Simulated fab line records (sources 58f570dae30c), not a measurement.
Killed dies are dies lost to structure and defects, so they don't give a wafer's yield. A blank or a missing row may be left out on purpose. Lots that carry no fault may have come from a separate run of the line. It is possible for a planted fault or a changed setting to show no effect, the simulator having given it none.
fab line records / flow berkeley-cmos170 / part 2 of 2: steps 27 to 38 of 38
[record] lots = 5 wafers = 15 last-day = 12
route steps=331 shown ZERO@6 NWELL@14 PWELL@34
lots that met no fault: taken from a fault-free run of the same line
start-h: hours from the record's opening day to when the first of the lot's shown wafers began / wait-h: how many hours have passed since the lot's step before this one / " repeats the value in the row above / L1.1+2: one row covering several wafers at once / - either no value or no given start / * or withheld: withheld / < > ~ a bound
route shown NAME@n: a module of which the file shows steps, and the number in the route of the first / usual: mean/standard deviation of fault-free wafers / same: alike in all rows / chamber/n: place in a boat / sites: readings site by site / _std_site: the standard deviation of these / _edge_site: inner sites' mean taken away from outer sites' mean / radius-mm: for every site, how far away it sits from the centre of the wafer / mask NAME#n: copy n / behind: tool/chamber where the wafer was last shaped / hold: why the lot went on hold/how many hours it stayed there/how the hold came to an end / device: names the non-switching transistor (n, p or np) / end of line: tests of these same wafers at the route's end / step lacking rows: just its recipe / killed: at the first sort, the dies lost to defects and structure; wafer yield is something else / map: a wafer's dies, x killed, . not, _ none there
set.NAME: setting as actually run; set.NAME@STEP: the setting as run at that earlier step / model.NAME: the simulator's own value behind a step, which no gauge read
certain route steps with their lots: each step a table, each wafer a row
services: from which hour (start-h, from the record's first day; less than 0 if before it) a tool's chamber was out of use, for how many hours, and why
[[steps]]
[step UCB170_NWELL_WET_ETCH_18]
[recipe] chemistry = H3PO4 target = Si3N4 temp-c = 160 time-s = 14400
lot.wafer=L074.3+4+5 tool=wet-bench-04 chamber=1 start-h=36.12 wait-h=0.0
lot.wafer=L080.3+5+6 tool=wet-bench-01 chamber=3 start-h=64.39 wait-h=0.0
lot.wafer=L084.1+3+6 tool=wet-bench-01 chamber=2 start-h=97.45 wait-h=0.0
lot.wafer=L085.1+3+4 tool=wet-bench-01 chamber=3 start-h=97.45 wait-h=0.0
lot.wafer=L093.1+5+6 tool=wet-bench-04 chamber=1 start-h=129.24 wait-h=0.3
[step UCB170_NWELL_WET_ETCH_19]
[recipe] chemistry = BOE dilution = 5:1 target = SiO2 temp-c = 25 time-s = 22
lot.wafer=L074.3+4+5 tool=wet-bench-01 chamber=0 start-h=40.13 wait-h=0.0
lot.wafer=L080.3+5+6 tool=wet-bench-01 chamber=2 start-h=68.41 wait-h=0.0
lot.wafer=L084.1+3+6 tool=wet-bench-01 chamber=3 start-h=101.46 wait-h=0.0
lot.wafer=L085.1+3+4 tool=wet-bench-01 chamber=1 start-h=101.46 wait-h=0.0
lot.wafer=L093.1+5+6 tool=wet-bench-01 chamber=0 start-h=133.25 wait-h=0.0
[step UCB170_PWELL_CLEAN_00]
[recipe] chemistry = SPM temp-c = 120 time-s = 600
lot.wafer=L074.3+4+5 tool=wet-bench-04 chamber=2 start-h=40.14 wait-h=0.0
lot.wafer=L080.3+5+6 tool=wet-bench-03 chamber=1 start-h=68.49 wait-h=0.1
lot.wafer=L084.1+3+6 tool=wet-bench-01 chamber=3 start-h=101.47 wait-h=0.0
lot.wafer=L085.1+3+4 tool=wet-bench-01 chamber=1 start-h=101.47 wait-h=0.0
lot.wafer=L093.1+5+6 tool=wet-bench-01 chamber=1 start-h=133.26 wait-h=0.0
[step UCB170_PWELL_CLEAN_01]
[recipe] chemistry = dHF dilution = 25:1 time-s = 60
lot.wafer=L074.3+4+5 tool=wet-bench-01 chamber=0 start-h=40.32 wait-h=0.0
lot.wafer=L080.3+5+6 tool=wet-bench-01 chamber=0 start-h=68.66 wait-h=0.0
lot.wafer=L084.1+3+6 tool=wet-bench-04 chamber=3 start-h=101.65 wait-h=0.0
lot.wafer=L085.1+3+4 tool=wet-bench-04 chamber=1 start-h=101.65 wait-h=0.0
lot.wafer=L093.1+5+6 tool=wet-bench-04 chamber=2 start-h=133.44 wait-h=0.0
[step UCB170_PWELL_OXIDATION_02]
[recipe] temp-c = 1000 ambient = O2 target-thk-a = 264 ox-time-s = 1260
[usual] spike-tc-source-C = 1021.0/1.4 tube-center-temp-C = 1000/0.093 tube_center_temp_C_max = 1002.6/0.44
lot.wafer=L074.3 tool=furnace-04 chamber=0 start-h=46.05 wait-h=5.7 spike-tc-source-C=1020.8 tube-center-temp-C=1000 tube_center_temp_C_max=1002.7
lot.wafer=L074.4 tool=furnace-04 chamber=0 start-h=46.05 wait-h=5.7 spike-tc-source-C=1022.0 tube-center-temp-C=999.99 tube_center_temp_C_max=1003.3
lot.wafer=L074.5 tool=furnace-04 chamber=0 start-h=46.05 wait-h=5.7 spike-tc-source-C=1021.9 tube-center-temp-C=999.8 tube_center_temp_C_max=1001.9
lot.wafer=L080.3 tool=furnace-04 chamber=0 start-h=75.47 wait-h=6.8 spike-tc-source-C=1021.9 tube-center-temp-C=1000 tube_center_temp_C_max=1002.7
lot.wafer=L080.5 tool=furnace-04 chamber=0 start-h=75.47 wait-h=6.8 spike-tc-source-C=1023.2 tube-center-temp-C=1000 tube_center_temp_C_max=1003.2
lot.wafer=L080.6 tool=furnace-04 chamber=0 start-h=75.47 wait-h=6.8 spike-tc-source-C=1020.5 tube-center-temp-C=1000 tube_center_temp_C_max=1002.9
lot.wafer=L084.1 tool=furnace-04 chamber=0 start-h=106.82 wait-h=5.1 spike-tc-source-C=1020.3 tube-center-temp-C=1000.1 tube_center_temp_C_max=1002.8
lot.wafer=L084.3 tool=furnace-04 chamber=0 start-h=106.82 wait-h=5.1 spike-tc-source-C=1020.0 tube-center-temp-C=999.99 tube_center_temp_C_max=1003.3
lot.wafer=L084.6 tool=furnace-04 chamber=0 start-h=106.82 wait-h=5.1 spike-tc-source-C=1020.8 tube-center-temp-C=999.98 tube_center_temp_C_max=1003.1
lot.wafer=L085.1 tool=furnace-04 chamber=0 start-h=106.82 wait-h=5.1 spike-tc-source-C=1019.0 tube-center-temp-C=1000.1 tube_center_temp_C_max=1003.5
lot.wafer=L085.3 tool=furnace-04 chamber=0 start-h=106.82 wait-h=5.1 spike-tc-source-C=1021.5 tube-center-temp-C=1000 tube_center_temp_C_max=1002.3
lot.wafer=L085.4 tool=furnace-04 chamber=0 start-h=106.82 wait-h=5.1 spike-tc-source-C=1021.5 tube-center-temp-C=999.99 tube_center_temp_C_max=1002.2
lot.wafer=L093.1 tool=furnace-02 chamber=0 start-h=133.58 wait-h=0.1 spike-tc-source-C=1024.0 tube-center-temp-C=1000 tube_center_temp_C_max=1002.8
lot.wafer=L093.5 tool=furnace-02 chamber=0 start-h=133.58 wait-h=0.1 spike-tc-source-C=1022.5 tube-center-temp-C=999.99 tube_center_temp_C_max=1002.9
lot.wafer=L093.6 tool=furnace-02 chamber=0 start-h=133.58 wait-h=0.1 spike-tc-source-C=1020.5 tube-center-temp-C=999.81 tube_center_temp_C_max=1002.5
[step UCB170_PWELL_THK_MEAS_03]
[recipe] reads = SiO2_of_PWELL_OXIDATION_02
[usual] PWELL_OXIDE_THK = 26.5/0.35
lot.wafer=L074.3 tool=film-metro-02 chamber=- start-h=47.42 wait-h=0.0 PWELL_OXIDE_THK[nm]=26.3
lot.wafer=L074.4 tool=film-metro-02 chamber=- start-h=47.42 wait-h=0.0 PWELL_OXIDE_THK[nm]=26.2
lot.wafer=L074.5 tool=film-metro-02 chamber=- start-h=47.42 wait-h=0.0 PWELL_OXIDE_THK[nm]=26.6
lot.wafer=L080.3 tool=film-metro-02 chamber=- start-h=76.84 wait-h=0.0 PWELL_OXIDE_THK[nm]=27.0
lot.wafer=L080.5 tool=film-metro-02 chamber=- start-h=76.84 wait-h=0.0 PWELL_OXIDE_THK[nm]=27.0
lot.wafer=L080.6 tool=film-metro-02 chamber=- start-h=76.84 wait-h=0.0 PWELL_OXIDE_THK[nm]=27.0
lot.wafer=L084.1 tool=film-metro-01 chamber=- start-h=108.23 wait-h=0.1 PWELL_OXIDE_THK[nm]=26.6
lot.wafer=L084.3 tool=film-metro-01 chamber=- start-h=108.23 wait-h=0.1 PWELL_OXIDE_THK[nm]=26.5
lot.wafer=L084.6 tool=film-metro-01 chamber=- start-h=108.23 wait-h=0.1 PWELL_OXIDE_THK[nm]=26.3
lot.wafer=L085.1 tool=film-metro-01 chamber=- start-h=108.29 wait-h=0.1 PWELL_OXIDE_THK[nm]=27.0
lot.wafer=L085.3 tool=film-metro-01 chamber=- start-h=108.29 wait-h=0.1 PWELL_OXIDE_THK[nm]=26.4
lot.wafer=L085.4 tool=film-metro-01 chamber=- start-h=108.29 wait-h=0.1 PWELL_OXIDE_THK[nm]=27.0
lot.wafer=L093.1 tool=film-metro-01 chamber=- start-h=134.99 wait-h=0.1 PWELL_OXIDE_THK[nm]=26.4
lot.wafer=L093.5 tool=film-metro-01 chamber=- start-h=134.99 wait-h=0.1 PWELL_OXIDE_THK[nm]=26.9
lot.wafer=L093.6 tool=film-metro-01 chamber=- start-h=134.99 wait-h=0.1 PWELL_OXIDE_THK[nm]=26.7
[step UCB170_PWELL_ANNEAL_04]
[recipe] temp-c = 1000 time-s = 900 ambient = N2
[usual] spike-tc-source-C = 1020.9/1.2 tube-center-temp-C = 1000/0.1 tube_center_temp_C_max = 1002.6/0.45
lot.wafer=L074.3 tool=furnace-04 chamber=0 start-h=51.59 wait-h=4.2 spike-tc-source-C=1021.1 tube-center-temp-C=1000 tube_center_temp_C_max=1003.5
lot.wafer=L074.4 tool=furnace-04 chamber=0 start-h=51.59 wait-h=4.2 spike-tc-source-C=1020.8 tube-center-temp-C=1000 tube_center_temp_C_max=1002.5
lot.wafer=L074.5 tool=furnace-04 chamber=0 start-h=51.59 wait-h=4.2 spike-tc-source-C=1018.9 tube-center-temp-C=1000 tube_center_temp_C_max=1002.2
lot.wafer=L080.3 tool=furnace-02 chamber=0 start-h=83.34 wait-h=6.5 spike-tc-source-C=1022.7 tube-center-temp-C=1000 tube_center_temp_C_max=1002.7
lot.wafer=L080.5 tool=furnace-02 chamber=0 start-h=83.34 wait-h=6.5 spike-tc-source-C=1022.3 tube-center-temp-C=1000 tube_center_temp_C_max=1003.0
lot.wafer=L080.6 tool=furnace-02 chamber=0 start-h=83.34 wait-h=6.5 spike-tc-source-C=1021.1 tube-center-temp-C=1000.1 tube_center_temp_C_max=1002.7
lot.wafer=L084.1 tool=furnace-04 chamber=0 start-h=112.25 wait-h=4.0 spike-tc-source-C=1021.7 tube-center-temp-C=1000.2 tube_center_temp_C_max=1002.4
lot.wafer=L084.3 tool=furnace-04 chamber=0 start-h=112.25 wait-h=4.0 spike-tc-source-C=1020.7 tube-center-temp-C=1000.2 tube_center_temp_C_max=1002.6
lot.wafer=L084.6 tool=furnace-04 chamber=0 start-h=112.25 wait-h=4.0 spike-tc-source-C=1020.3 tube-center-temp-C=1000.1 tube_center_temp_C_max=1002.2
lot.wafer=L085.1 tool=furnace-04 chamber=0 start-h=112.25 wait-h=4.0 spike-tc-source-C=1021.2 tube-center-temp-C=1000.1 tube_center_temp_C_max=1004.7
lot.wafer=L085.3 tool=furnace-04 chamber=0 start-h=112.25 wait-h=4.0 spike-tc-source-C=1017.8 tube-center-temp-C=1000 tube_center_temp_C_max=1002.2
lot.wafer=L085.4 tool=furnace-04 chamber=0 start-h=112.25 wait-h=4.0 spike-tc-source-C=1020.9 tube-center-temp-C=999.88 tube_center_temp_C_max=1002.6
lot.wafer=L093.1 tool=furnace-01 chamber=0 start-h=137.18 wait-h=2.2 spike-tc-source-C=1022.3 tube-center-temp-C=1000.2 tube_center_temp_C_max=1002.2
lot.wafer=L093.5 tool=furnace-01 chamber=0 start-h=137.18 wait-h=2.2 spike-tc-source-C=1020.5 tube-center-temp-C=1000.1 tube_center_temp_C_max=1002.8
lot.wafer=L093.6 tool=furnace-01 chamber=0 start-h=137.18 wait-h=2.2 spike-tc-source-C=1021.2 tube-center-temp-C=999.98 tube_center_temp_C_max=1002.1
[step UCB170_PWELL_CVD_05]
[recipe] material = Si3N4 target-thk-nm = 220 temp-c = 800 precursor = SiH2Cl2/NH3 time-s = 3300 pressure-mtorr = 200 sih2cl2-flow-sccm = 25 nh3-flow-sccm = 75
[usual] sih2cl2-flow-sccm = 24.99/0.072 spike-tc-source-C = 821.1/2.2
lot.wafer=L074.3 tool=lpcvd-02 chamber=0 start-h=52.84 wait-h=0.0 sih2cl2-flow-sccm=25.02 spike-tc-source-C=821.6
lot.wafer=L074.4 tool=lpcvd-02 chamber=0 start-h=52.84 wait-h=0.0 sih2cl2-flow-sccm=25.01 spike-tc-source-C=820.5
lot.wafer=L074.5 tool=lpcvd-02 chamber=0 start-h=52.84 wait-h=0.0 sih2cl2-flow-sccm=25.06 spike-tc-source-C=821.4
lot.wafer=L080.3 tool=lpcvd-02 chamber=1 start-h=84.59 wait-h=0.0 sih2cl2-flow-sccm=24.85 spike-tc-source-C=824.4
lot.wafer=L080.5 tool=lpcvd-02 chamber=1 start-h=84.59 wait-h=0.0 sih2cl2-flow-sccm=24.94 spike-tc-source-C=825.8
lot.wafer=L080.6 tool=lpcvd-02 chamber=1 start-h=84.59 wait-h=0.0 sih2cl2-flow-sccm=24.87 spike-tc-source-C=824.5
lot.wafer=L084.1 tool=lpcvd-02 chamber=1 start-h=113.50 wait-h=0.0 sih2cl2-flow-sccm=24.93 spike-tc-source-C=823.1
lot.wafer=L084.3 tool=lpcvd-02 chamber=1 start-h=113.50 wait-h=0.0 sih2cl2-flow-sccm=24.91 spike-tc-source-C=823.7
lot.wafer=L084.6 tool=lpcvd-02 chamber=1 start-h=113.50 wait-h=0.0 sih2cl2-flow-sccm=24.94 spike-tc-source-C=823.3
lot.wafer=L085.1 tool=lpcvd-02 chamber=0 start-h=113.50 wait-h=0.0 sih2cl2-flow-sccm=25.03 spike-tc-source-C=820.3
lot.wafer=L085.3 tool=lpcvd-02 chamber=0 start-h=113.50 wait-h=0.0 sih2cl2-flow-sccm=24.97 spike-tc-source-C=821.1
lot.wafer=L085.4 tool=lpcvd-02 chamber=0 start-h=113.50 wait-h=0.0 sih2cl2-flow-sccm=24.98 spike-tc-source-C=821.0
lot.wafer=L093.1 tool=lpcvd-01 chamber=1 start-h=138.43 wait-h=0.0 sih2cl2-flow-sccm=25.04 spike-tc-source-C=818.9
lot.wafer=L093.5 tool=lpcvd-01 chamber=1 start-h=138.43 wait-h=0.0 sih2cl2-flow-sccm=25.12 spike-tc-source-C=818.6
lot.wafer=L093.6 tool=lpcvd-01 chamber=1 start-h=138.43 wait-h=0.0 sih2cl2-flow-sccm=25.12 spike-tc-source-C=820.0
[step UCB170_PWELL_THK_MEAS_06]
[recipe] reads = Si3N4_of_PWELL_CVD_05
[usual] PWELL_NITRIDE_THK = 221.2/1.7
lot.wafer=L074.3 tool=film-metro-01 chamber=- start-h=55.73 wait-h=0.0 PWELL_NITRIDE_THK[nm]=223.2
lot.wafer=L074.4 tool=film-metro-01 chamber=- start-h=55.73 wait-h=0.0 PWELL_NITRIDE_THK[nm]=223.4
lot.wafer=L074.5 tool=film-metro-01 chamber=- start-h=55.73 wait-h=0.0 PWELL_NITRIDE_THK[nm]=223.2
lot.wafer=L080.3 tool=film-metro-04 chamber=- start-h=86.53 wait-h=0.0 PWELL_NITRIDE_THK[nm]=219.1
lot.wafer=L080.5 tool=film-metro-04 chamber=- start-h=86.53 wait-h=0.0 PWELL_NITRIDE_THK[nm]=219.9
lot.wafer=L080.6 tool=film-metro-04 chamber=- start-h=86.53 wait-h=0.0 PWELL_NITRIDE_THK[nm]=220.1
lot.wafer=L084.1 tool=film-metro-04 chamber=- start-h=115.42 wait-h=0.0 PWELL_NITRIDE_THK[nm]=224.6
lot.wafer=L084.3 tool=film-metro-04 chamber=- start-h=115.42 wait-h=0.0 PWELL_NITRIDE_THK[nm]=223.2
lot.wafer=L084.6 tool=film-metro-04 chamber=- start-h=115.42 wait-h=0.0 PWELL_NITRIDE_THK[nm]=220.5
lot.wafer=L085.1 tool=film-metro-02 chamber=- start-h=115.42 wait-h=0.0 PWELL_NITRIDE_THK[nm]=220.3
lot.wafer=L085.3 tool=film-metro-02 chamber=- start-h=115.42 wait-h=0.0 PWELL_NITRIDE_THK[nm]=220.0
lot.wafer=L085.4 tool=film-metro-02 chamber=- start-h=115.42 wait-h=0.0 PWELL_NITRIDE_THK[nm]=220.7
lot.wafer=L093.1 tool=film-metro-02 chamber=- start-h=140.34 wait-h=0.0 PWELL_NITRIDE_THK[nm]=221.6
lot.wafer=L093.5 tool=film-metro-02 chamber=- start-h=140.34 wait-h=0.0 PWELL_NITRIDE_THK[nm]=220.8
lot.wafer=L093.6 tool=film-metro-02 chamber=- start-h=140.34 wait-h=0.0 PWELL_NITRIDE_THK[nm]=221.1
[step UCB170_PWELL_HMDS_07]
[recipe] prime-time-s = 60 prime-temp-c = 100
lot.wafer=L074.3+4+5 tool=litho-track-03 chamber=0 start-h=55.82 wait-h=0.1
lot.wafer=L080.3+5+6 tool=litho-track-04 chamber=0 start-h=86.66 wait-h=0.1
lot.wafer=L084.1+3+6 tool=litho-track-03 chamber=0 start-h=116.32 wait-h=0.9
lot.wafer=L085.1+3+4 tool=litho-track-04 chamber=0 start-h=116.39 wait-h=1.0
lot.wafer=L093.1+5+6 tool=litho-track-02 chamber=0 start-h=141.27 wait-h=0.9
[step UCB170_PWELL_COAT_08]
[recipe] resist = KrF spin-rpm = 1500 resist-thk-nm = 900
lot.wafer=L074.3+4+5 tool=litho-track-03 chamber=0 start-h=55.97 wait-h=0.1
lot.wafer=L080.3+5+6 tool=litho-track-04 chamber=0 start-h=86.81 wait-h=0.1
lot.wafer=L084.1+3+6 tool=litho-track-03 chamber=0 start-h=116.47 wait-h=0.1
lot.wafer=L085.1+3+4 tool=litho-track-04 chamber=0 start-h=116.54 wait-h=0.1
lot.wafer=L093.1+5+6 tool=litho-track-02 chamber=0 start-h=141.42 wait-h=0.1
[step UCB170_PWELL_SOFTBAKE_09]
[recipe] resist = KrF temp-c = 130 time-s = 60
[usual] heater-power-total-W = 56.81/0.044
lot.wafer=L074.3 tool=litho-track-03 chamber=0 start-h=56.12 wait-h=0.1 heater-power-total-W=56.92
lot.wafer=L074.4 tool=litho-track-03 chamber=0 start-h=56.12 wait-h=0.1 heater-power-total-W=56.80
lot.wafer=L074.5 tool=litho-track-03 chamber=0 start-h=56.12 wait-h=0.1 heater-power-total-W=56.75
lot.wafer=L080.3 tool=litho-track-04 chamber=0 start-h=86.96 wait-h=0.1 heater-power-total-W=56.81
lot.wafer=L080.5 tool=litho-track-04 chamber=0 start-h=86.96 wait-h=0.1 heater-power-total-W=56.83
lot.wafer=L080.6 tool=litho-track-04 chamber=0 start-h=86.96 wait-h=0.1 heater-power-total-W=56.79
lot.wafer=L084.1 tool=litho-track-03 chamber=0 start-h=116.62 wait-h=0.1 heater-power-total-W=56.77
lot.wafer=L084.3 tool=litho-track-03 chamber=0 start-h=116.62 wait-h=0.1 heater-power-total-W=56.90
lot.wafer=L084.6 tool=litho-track-03 chamber=0 start-h=116.62 wait-h=0.1 heater-power-total-W=56.85
lot.wafer=L085.1 tool=litho-track-04 chamber=0 start-h=116.69 wait-h=0.1 heater-power-total-W=56.81
lot.wafer=L085.3 tool=litho-track-04 chamber=0 start-h=116.69 wait-h=0.1 heater-power-total-W=56.83
lot.wafer=L085.4 tool=litho-track-04 chamber=0 start-h=116.69 wait-h=0.1 heater-power-total-W=56.85
lot.wafer=L093.1 tool=litho-track-02 chamber=0 start-h=141.57 wait-h=0.1 heater-power-total-W=56.75
lot.wafer=L093.5 tool=litho-track-02 chamber=0 start-h=141.57 wait-h=0.1 heater-power-total-W=56.80
lot.wafer=L093.6 tool=litho-track-02 chamber=0 start-h=141.57 wait-h=0.1 heater-power-total-W=56.82
[[services]]
tool=rie-diel-01 chamber=- start-h=3.90 hours=1.0 kind=repair
tool=krf-scanner-02 chamber=- start-h=5.75 hours=0.8 kind=pm
tool=rie-diel-02 chamber=3 start-h=7.44 hours=7.2 kind=repair
tool=rie-diel-02 chamber=0 start-h=12.75 hours=11.3 kind=repair
tool=furnace-02 chamber=- start-h=16.47 hours=5.7 kind=pm
tool=rie-diel-03 chamber=1 start-h=19.16 hours=8.4 kind=repair
tool=krf-scanner-02 chamber=- start-h=32.17 hours=1.0 kind=pm
tool=lpcvd-02 chamber=- start-h=46.75 hours=2.3 kind=repair
tool=rie-diel-02 chamber=0 start-h=51.02 hours=4.0 kind=repair
tool=furnace-02 chamber=- start-h=61.60 hours=3.4 kind=pm
tool=furnace-01 chamber=- start-h=61.90 hours=3.9 kind=pm
tool=furnace-02 chamber=- start-h=66.62 hours=16.7 kind=repair
tool=wet-bench-03 chamber=- start-h=69.63 hours=8.1 kind=repair
tool=rie-diel-03 chamber=- start-h=71.16 hours=0.5 kind=repair
tool=krf-scanner-02 chamber=- start-h=76.70 hours=0.2 kind=repair
tool=implanter-04 chamber=- start-h=81.53 hours=1.1 kind=repair
tool=rie-diel-03 chamber=2 start-h=88.29 hours=3.4 kind=repair
tool=krf-scanner-01 chamber=- start-h=89.98 hours=0.7 kind=repair
tool=rie-diel-03 chamber=0 start-h=92.58 hours=7.0 kind=repair
tool=furnace-02 chamber=- start-h=95.84 hours=2.6 kind=pm
tool=furnace-04 chamber=- start-h=103.40 hours=3.4 kind=pm
tool=krf-scanner-01 chamber=- start-h=105.06 hours=1.0 kind=pm
tool=krf-scanner-02 chamber=- start-h=117.46 hours=1.3 kind=pm
tool=furnace-01 chamber=- start-h=122.82 hours=3.1 kind=pm
